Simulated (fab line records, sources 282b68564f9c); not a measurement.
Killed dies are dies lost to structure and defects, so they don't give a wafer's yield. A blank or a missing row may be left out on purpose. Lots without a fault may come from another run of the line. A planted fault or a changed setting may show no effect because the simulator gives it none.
A sampling plan put to the test | flow rit_cmos | one fab line, 44 faults that these records tell of, each judged on the records of the lots that it struck
The plan is the line's own looks: the steps of the route at which a gauge or an inspection reads the wafer and doesn't change it. A look can be judged if struck wafers have a number there and the file gives its usual mean and standard deviation on fault-free wafers. Caught: at a look after the fault's first step, the mean of the struck wafers lies 4 or more of those standard deviations (sigma) from the usual mean. On the tool: the same test on the tool's own readings at the fault's steps. Another recipe on the struck wafers, or a record that is blank for them alone, also counts as caught.

THE FAULTS, as the simulator had put them in
1. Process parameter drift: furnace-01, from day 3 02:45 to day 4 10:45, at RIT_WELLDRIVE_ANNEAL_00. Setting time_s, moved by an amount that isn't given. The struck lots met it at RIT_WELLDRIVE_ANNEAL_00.
2. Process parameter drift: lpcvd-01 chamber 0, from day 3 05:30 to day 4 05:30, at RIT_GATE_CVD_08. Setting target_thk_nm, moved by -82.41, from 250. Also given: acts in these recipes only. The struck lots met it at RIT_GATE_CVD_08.
3. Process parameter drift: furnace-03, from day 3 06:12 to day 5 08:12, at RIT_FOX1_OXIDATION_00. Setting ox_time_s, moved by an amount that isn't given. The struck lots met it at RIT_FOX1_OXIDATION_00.
4. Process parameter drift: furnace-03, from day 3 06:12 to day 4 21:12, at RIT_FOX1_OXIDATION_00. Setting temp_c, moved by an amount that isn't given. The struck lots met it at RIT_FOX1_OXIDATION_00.
5. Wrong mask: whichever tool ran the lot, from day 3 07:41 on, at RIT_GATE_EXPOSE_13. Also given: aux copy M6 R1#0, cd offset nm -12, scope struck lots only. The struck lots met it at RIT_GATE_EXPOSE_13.
6. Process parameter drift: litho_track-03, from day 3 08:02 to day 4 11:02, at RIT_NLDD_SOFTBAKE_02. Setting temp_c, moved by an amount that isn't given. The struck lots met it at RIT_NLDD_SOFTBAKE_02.
7. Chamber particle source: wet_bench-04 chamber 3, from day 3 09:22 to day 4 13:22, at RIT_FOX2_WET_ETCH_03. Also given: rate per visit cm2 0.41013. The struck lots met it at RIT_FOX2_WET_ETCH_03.
8. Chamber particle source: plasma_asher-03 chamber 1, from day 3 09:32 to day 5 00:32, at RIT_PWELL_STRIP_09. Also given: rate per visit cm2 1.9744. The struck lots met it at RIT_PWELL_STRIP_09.
9. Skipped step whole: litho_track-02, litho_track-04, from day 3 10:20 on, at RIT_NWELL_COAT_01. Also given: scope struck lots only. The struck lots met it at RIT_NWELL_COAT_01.
10. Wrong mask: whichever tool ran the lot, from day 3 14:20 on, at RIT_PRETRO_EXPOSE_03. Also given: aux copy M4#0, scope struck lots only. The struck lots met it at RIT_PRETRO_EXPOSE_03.
11. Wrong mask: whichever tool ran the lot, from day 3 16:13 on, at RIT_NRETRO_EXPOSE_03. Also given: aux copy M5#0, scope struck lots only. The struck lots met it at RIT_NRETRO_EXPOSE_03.
12. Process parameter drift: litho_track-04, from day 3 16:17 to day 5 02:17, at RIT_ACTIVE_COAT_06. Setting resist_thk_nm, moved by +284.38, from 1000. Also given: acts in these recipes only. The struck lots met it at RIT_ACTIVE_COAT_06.
13. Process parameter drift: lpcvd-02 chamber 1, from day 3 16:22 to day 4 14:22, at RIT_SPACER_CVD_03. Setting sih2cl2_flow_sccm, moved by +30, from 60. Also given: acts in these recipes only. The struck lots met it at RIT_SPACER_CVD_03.
14. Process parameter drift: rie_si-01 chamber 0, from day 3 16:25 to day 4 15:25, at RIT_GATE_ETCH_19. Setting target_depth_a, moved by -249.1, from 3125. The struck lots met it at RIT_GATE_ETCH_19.
15. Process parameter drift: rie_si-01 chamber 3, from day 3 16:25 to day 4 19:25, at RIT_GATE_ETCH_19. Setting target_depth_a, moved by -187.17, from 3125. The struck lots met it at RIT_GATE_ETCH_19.
16. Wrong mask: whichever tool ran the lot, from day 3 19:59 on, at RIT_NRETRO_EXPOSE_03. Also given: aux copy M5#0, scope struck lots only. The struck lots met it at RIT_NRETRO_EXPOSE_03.
17. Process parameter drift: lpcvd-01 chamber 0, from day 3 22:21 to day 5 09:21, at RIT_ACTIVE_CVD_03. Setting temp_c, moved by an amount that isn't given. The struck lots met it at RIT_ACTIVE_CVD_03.
18. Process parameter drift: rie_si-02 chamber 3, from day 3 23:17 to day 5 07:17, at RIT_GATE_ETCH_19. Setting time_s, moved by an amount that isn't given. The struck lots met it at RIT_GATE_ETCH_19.
19. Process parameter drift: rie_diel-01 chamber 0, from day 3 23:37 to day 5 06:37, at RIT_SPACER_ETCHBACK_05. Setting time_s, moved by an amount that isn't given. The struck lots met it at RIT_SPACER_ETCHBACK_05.
20. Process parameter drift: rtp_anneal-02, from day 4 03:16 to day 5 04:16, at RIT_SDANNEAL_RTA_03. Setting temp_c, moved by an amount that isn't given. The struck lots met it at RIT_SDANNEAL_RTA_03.
21. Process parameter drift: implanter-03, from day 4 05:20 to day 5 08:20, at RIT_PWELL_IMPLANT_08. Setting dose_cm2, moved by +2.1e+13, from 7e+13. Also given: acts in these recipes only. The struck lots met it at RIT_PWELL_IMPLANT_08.
22. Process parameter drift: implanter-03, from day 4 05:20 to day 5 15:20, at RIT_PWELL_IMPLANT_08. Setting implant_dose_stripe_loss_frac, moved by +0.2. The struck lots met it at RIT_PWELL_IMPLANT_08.
23. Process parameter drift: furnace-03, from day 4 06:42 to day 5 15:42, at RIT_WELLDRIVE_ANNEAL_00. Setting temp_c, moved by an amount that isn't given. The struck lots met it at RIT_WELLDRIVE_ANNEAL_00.
24. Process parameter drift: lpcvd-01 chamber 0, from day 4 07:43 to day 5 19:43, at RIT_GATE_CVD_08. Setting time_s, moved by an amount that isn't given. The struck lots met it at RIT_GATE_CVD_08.
25. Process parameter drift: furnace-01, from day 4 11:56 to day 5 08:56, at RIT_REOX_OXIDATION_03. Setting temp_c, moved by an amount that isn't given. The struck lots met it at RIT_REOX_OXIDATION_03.
26. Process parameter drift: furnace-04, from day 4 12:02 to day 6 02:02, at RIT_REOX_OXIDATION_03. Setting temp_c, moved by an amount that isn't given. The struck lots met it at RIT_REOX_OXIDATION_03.
27. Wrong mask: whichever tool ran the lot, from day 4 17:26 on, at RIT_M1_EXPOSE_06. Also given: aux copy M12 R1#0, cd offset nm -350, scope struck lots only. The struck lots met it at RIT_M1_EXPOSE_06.
28. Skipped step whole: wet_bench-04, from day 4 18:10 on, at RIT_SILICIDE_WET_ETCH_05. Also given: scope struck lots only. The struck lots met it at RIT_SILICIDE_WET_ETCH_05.
29. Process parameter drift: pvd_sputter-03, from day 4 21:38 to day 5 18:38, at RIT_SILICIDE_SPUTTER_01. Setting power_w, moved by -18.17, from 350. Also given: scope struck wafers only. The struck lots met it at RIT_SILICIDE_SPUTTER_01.
30. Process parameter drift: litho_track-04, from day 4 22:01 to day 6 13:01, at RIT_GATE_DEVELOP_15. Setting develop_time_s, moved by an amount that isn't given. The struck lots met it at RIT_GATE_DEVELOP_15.
31. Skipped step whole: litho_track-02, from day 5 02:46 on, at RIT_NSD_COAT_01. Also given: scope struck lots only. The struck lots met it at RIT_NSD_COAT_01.
32. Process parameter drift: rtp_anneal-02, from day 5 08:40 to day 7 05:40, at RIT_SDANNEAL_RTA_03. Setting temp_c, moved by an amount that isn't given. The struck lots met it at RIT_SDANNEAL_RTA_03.
33. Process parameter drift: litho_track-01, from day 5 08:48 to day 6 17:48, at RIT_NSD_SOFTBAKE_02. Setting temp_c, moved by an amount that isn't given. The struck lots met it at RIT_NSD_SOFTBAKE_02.
34. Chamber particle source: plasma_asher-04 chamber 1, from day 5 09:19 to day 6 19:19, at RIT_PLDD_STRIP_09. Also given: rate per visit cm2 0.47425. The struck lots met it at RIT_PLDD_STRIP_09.
35. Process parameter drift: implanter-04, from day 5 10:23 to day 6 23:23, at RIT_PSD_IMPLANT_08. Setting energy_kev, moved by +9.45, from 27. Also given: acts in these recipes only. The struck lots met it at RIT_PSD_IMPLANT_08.
36. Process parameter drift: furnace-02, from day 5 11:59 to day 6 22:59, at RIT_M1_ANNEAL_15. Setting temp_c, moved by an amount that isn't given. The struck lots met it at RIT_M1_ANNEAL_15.
37. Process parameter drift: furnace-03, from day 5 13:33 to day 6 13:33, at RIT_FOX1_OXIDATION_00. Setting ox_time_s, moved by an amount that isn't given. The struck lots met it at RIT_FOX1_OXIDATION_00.
38. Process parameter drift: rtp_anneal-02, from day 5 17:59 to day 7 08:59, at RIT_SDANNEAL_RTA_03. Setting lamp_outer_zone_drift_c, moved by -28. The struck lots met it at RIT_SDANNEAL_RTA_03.
39. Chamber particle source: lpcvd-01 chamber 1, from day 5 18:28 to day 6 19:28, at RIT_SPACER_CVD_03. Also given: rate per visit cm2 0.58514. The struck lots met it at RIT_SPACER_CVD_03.
40. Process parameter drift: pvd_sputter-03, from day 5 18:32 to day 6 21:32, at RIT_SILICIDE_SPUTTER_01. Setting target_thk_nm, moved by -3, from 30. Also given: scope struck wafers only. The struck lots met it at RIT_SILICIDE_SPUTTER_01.
41. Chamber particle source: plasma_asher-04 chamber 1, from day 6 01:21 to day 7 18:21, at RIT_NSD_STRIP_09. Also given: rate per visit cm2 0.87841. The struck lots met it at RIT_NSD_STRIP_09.
42. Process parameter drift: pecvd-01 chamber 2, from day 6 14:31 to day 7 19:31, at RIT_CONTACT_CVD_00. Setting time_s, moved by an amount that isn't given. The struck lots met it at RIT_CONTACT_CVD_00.
43. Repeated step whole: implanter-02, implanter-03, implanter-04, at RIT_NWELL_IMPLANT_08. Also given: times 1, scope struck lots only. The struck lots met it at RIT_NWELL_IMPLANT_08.
44. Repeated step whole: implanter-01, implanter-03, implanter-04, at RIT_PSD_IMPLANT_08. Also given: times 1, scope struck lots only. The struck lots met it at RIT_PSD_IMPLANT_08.

WHAT THE PLAN SAW
fault | on the tool itself                               | first look that catches it                      | reading, sigma                                             | median hours from its first step to that look | hours from the fault's start to the first struck lot there | judged looks passed uncaught
1     | run_length_s -99 or beyond sigma                 | RIT_WELLDRIVE_RS_MEAS_01                        | NWELL_RS +55                                               | 5.1                                           | 11                                                         | 0
2     | under 2 sigma                                    | RIT_GATE_THK_MEAS_09                            | GATE_POLY_THK -33                                          | 1.6                                           | 0                                                          | 0
3     | under 2 sigma                                    | RIT_FOX1_THK_MEAS_01                            | FOX1_OXIDE_THK -15                                         | 1.3                                           | 3                                                          | 0
4     | tube_center_temp_C -99 or beyond sigma           | RIT_FOX1_THK_MEAS_01                            | FOX1_OXIDE_THK -5.7                                        | 1.3                                           | 3                                                          | 0
5     | no reading that can be judged                    | RIT_GATE_CD_MEAS_16                             | cd_nm -4.1                                                 | 0.4                                           | 2                                                          | 0
6     | heater_power_total_W +41 sigma                   | not the one look that can be judged after it    | -                                                          | -                                             | -                                                          | 1
7     | no reading that can be judged                    | no look after it can be judged                  | -                                                          | -                                             | -                                                          | 0
8     | under 2 sigma                                    | none of the 2 looks that can be judged after it | -                                                          | -                                             | -                                                          | 2
9     | the tool's record is blank for the struck wafers | RIT_PWELL_TW_MEAS_10                            | PWELL_TW +99 or beyond                                     | 3.0                                           | 5                                                          | 0
10    | no reading that can be judged                    | RIT_PRETRO_TW_MEAS_10                           | PRETRO_TW -88                                              | 1.0                                           | 3                                                          | 0
11    | no reading that can be judged                    | RIT_NRETRO_TW_MEAS_10                           | NRETRO_TW -99 or beyond                                    | 1.0                                           | 2                                                          | 0
12    | under 2 sigma                                    | RIT_ACTIVE_CD_MEAS_11                           | cd_nm +11                                                  | 0.8                                           | 11                                                         | 0
13    | sih2cl2_flow_sccm +99 or beyond sigma            | RIT_SPACER_THK_MEAS_04                          | SPACER_NITRIDE_THK +15                                     | 1.9                                           | 1                                                          | 0
14    | only faintly: oes_product_au +2.3 sigma          | no look after it can be judged                  | -                                                          | -                                             | -                                                          | 0
15    | only faintly: oes_product_au +2.9 sigma          | no look after it can be judged                  | -                                                          | -                                             | -                                                          | 0
16    | under 2 sigma                                    | RIT_NRETRO_TW_MEAS_10                           | NRETRO_TW -99 or beyond                                    | 1.0                                           | 4                                                          | 0
17    | susceptor_temp_C +99 or beyond sigma             | RIT_ACTIVE_THK_MEAS_04                          | ACTIVE_NITRIDE_THK +92                                     | 1.8                                           | 4                                                          | 0
18    | run_length_s -79 sigma                           | no look after it can be judged                  | -                                                          | -                                             | -                                                          | 0
19    | run_length_s +26 sigma                           | no look after it can be judged                  | -                                                          | -                                             | -                                                          | 0
20    | wafer_temp_C_max -33 sigma                       | RIT_SDANNEAL_RS_MEAS_04                         | PSD_RS +96                                                 | 0.1                                           | 7                                                          | 0
21    | dose_ions_cm2 +99 or beyond sigma                | RIT_PWELL_TW_MEAS_10                            | PWELL_TW +8.7                                              | 0.3                                           | 3                                                          | 0
22    | no reading that can be judged                    | RIT_WELLDRIVE_RS_MEAS_02                        | PWELL_RS +5.3                                              | 6.0                                           | 9                                                          | 0
23    | tube_center_temp_C -99 or beyond sigma           | RIT_WELLDRIVE_RS_MEAS_01                        | NWELL_RS +24                                               | 5.1                                           | 3                                                          | 0
24    | under 2 sigma                                    | RIT_GATE_THK_MEAS_09                            | GATE_POLY_THK +62                                          | 2.0                                           | 5                                                          | 0
25    | tube_center_temp_C +99 or beyond sigma           | RIT_REOX_THK_MEAS_04                            | REOX_OXIDE_THK +8.4                                        | 2.5                                           | 12                                                         | 0
26    | tube_center_temp_C -99 or beyond sigma           | RIT_REOX_THK_MEAS_04                            | REOX_OXIDE_THK -5.6                                        | 2.6                                           | 6                                                          | 0
27    | no reading that can be judged                    | RIT_M1_CD_MEAS_09                               | cd_nm -99 or beyond                                        | 0.5                                           | 2                                                          | 0
28    | the tool's record is blank for the struck wafers | no look after it can be judged                  | -                                                          | -                                             | -                                                          | 0
29    | cathode_dc_power_W -99 or beyond sigma           | none of the 2 looks that can be judged after it | strongest: SILICIDE_TI_RS at RIT_SILICIDE_RS_MEAS_02, +2.8 | -                                             | -                                                          | 2
30    | no reading that can be judged                    | no look after it can be judged                  | -                                                          | -                                             | -                                                          | 0
31    | the tool's record is blank for the struck wafers | RIT_PSD_TW_MEAS_10                              | PSD_TW +9.0                                                | 2.8                                           | 5                                                          | 0
32    | wafer_temp_C_max -33 sigma                       | RIT_SDANNEAL_RS_MEAS_04                         | PSD_RS +94                                                 | 0.1                                           | 5                                                          | 0
33    | heater_power_total_W -19 sigma                   | not the one look that can be judged after it    | -                                                          | -                                             | -                                                          | 1
34    | under 2 sigma                                    | no look after it can be judged                  | -                                                          | -                                             | -                                                          | 0
35    | beam_energy_keV +99 or beyond sigma              | RIT_PSD_TW_MEAS_10                              | PSD_TW +11                                                 | 0.3                                           | 3                                                          | 0
36    | tube_center_temp_C -99 or beyond sigma           | not the one look that can be judged after it    | -                                                          | -                                             | -                                                          | 1
37    | under 2 sigma                                    | RIT_FOX1_THK_MEAS_01                            | FOX1_OXIDE_THK -6.6                                        | 1.3                                           | 4                                                          | 0
38    | under 2 sigma                                    | RIT_SDANNEAL_RS_MEAS_04                         | PSD_RS +40                                                 | 0.1                                           | 4                                                          | 0
39    | under 2 sigma                                    | no look after it can be judged                  | -                                                          | -                                             | -                                                          | 0
40    | under 2 sigma                                    | RIT_SILICIDE_RS_MEAS_02                         | SILICIDE_TI_RS +8.0                                        | 0.1                                           | 11                                                         | 0
41    | under 2 sigma                                    | no look after it can be judged                  | -                                                          | -                                             | -                                                          | 0
42    | run_length_s -23 sigma                           | RIT_CONTACT_THK_MEAS_01                         | CONTACT_TEOS_THK -15                                       | 0.1                                           | 23                                                         | 0
43    | no reading that can be judged                    | RIT_NWELL_TW_MEAS_10                            | NWELL_TW +17                                               | 0.6                                           | -                                                          | 0
44    | under 2 sigma                                    | RIT_PSD_TW_MEAS_10                              | PSD_TW +7.4                                                | 0.6                                           | -                                                          | 0
A dash: the fault isn't caught, or these records don't give the number.

Caught at a look: 29 of 44. Caught on the tool: 21 of 44. By one or the other: 36 of 44.
Caught on the tool alone: faults 6, 18, 19, 28, 29, 33, 36.
Caught at a look alone: faults 2, 3, 5, 10, 11, 12, 16, 22, 24, 27, 37, 38, 40, 43, 44.
Caught by neither: faults 7, 8, 14, 15, 30, 34, 39, 41.

THINNER SAMPLING
If the look that catches a fault measured only every second or every third lot, by lot number, the first struck lot would be measured this late in the worst case:
fault | struck lots at that look, in order of time | every lot | every second lot | every third lot
1     | L717, L719                                 | 11 h      | may miss all 2   | may miss all 2
2     | L213                                       | 0 h       | may miss it      | may miss it
3     | L364, L370                                 | 3 h       | may miss all 2   | may miss all 2
4     | L288, L294                                 | 3 h       | may miss all 2   | may miss all 2
5     | L474                                       | 2 h       | may miss it      | may miss it
9     | L256, L257                                 | 5 h       | 12 h             | may miss all 2
10    | L655                                       | 3 h       | may miss it      | may miss it
11    | L624                                       | 2 h       | may miss it      | may miss it
12    | L580, L581, L582                           | 11 h      | 16 h             | 21 h
13    | L447, L448                                 | 1 h       | 3 h              | may miss all 2
16    | L150                                       | 4 h       | may miss it      | may miss it
17    | L404, L405                                 | 4 h       | 9 h              | may miss all 2
20    | L764, L766, L768                           | 7 h       | may miss all 3   | 24 h
21    | L712, L713                                 | 3 h       | 7 h              | may miss all 2
22    | L303, L304                                 | 9 h       | 13 h             | may miss all 2
23    | L224, L225, L227                           | 3 h       | 8 h              | may miss all 3
24    | L377, L379                                 | 5 h       | may miss all 2   | may miss all 2
25    | L407, L408                                 | 12 h      | 16 h             | may miss all 2
26    | L427, L431                                 | 6 h       | may miss all 2   | may miss all 2
27    | L793                                       | 2 h       | may miss it      | may miss it
31    | L973, L974                                 | 5 h       | 11 h             | may miss all 2
32    | L427, L429                                 | 5 h       | may miss all 2   | may miss all 2
35    | L775, L776                                 | 3 h       | 9 h              | may miss all 2
37    | L103, L106                                 | 4 h       | 18 h             | may miss all 2
38    | L293, L295                                 | 4 h       | may miss all 2   | may miss all 2
40    | L820, L822                                 | 11 h      | may miss all 2   | may miss all 2
42    | L584                                       | 23 h      | may miss it      | may miss it
Hours are from the fault's start to the first struck lot that is measured. The limit of 4 sigma was tested on all struck wafers together, so one lot alone may lie under it. Other struck lots may not be in these records.

THE LONGEST TIMED WAY FROM STEP TO LOOK
Fault 22: a median of 6.0 hours passes between RIT_PWELL_IMPLANT_08 and RIT_WELLDRIVE_RS_MEAS_02. No look between them can be judged.
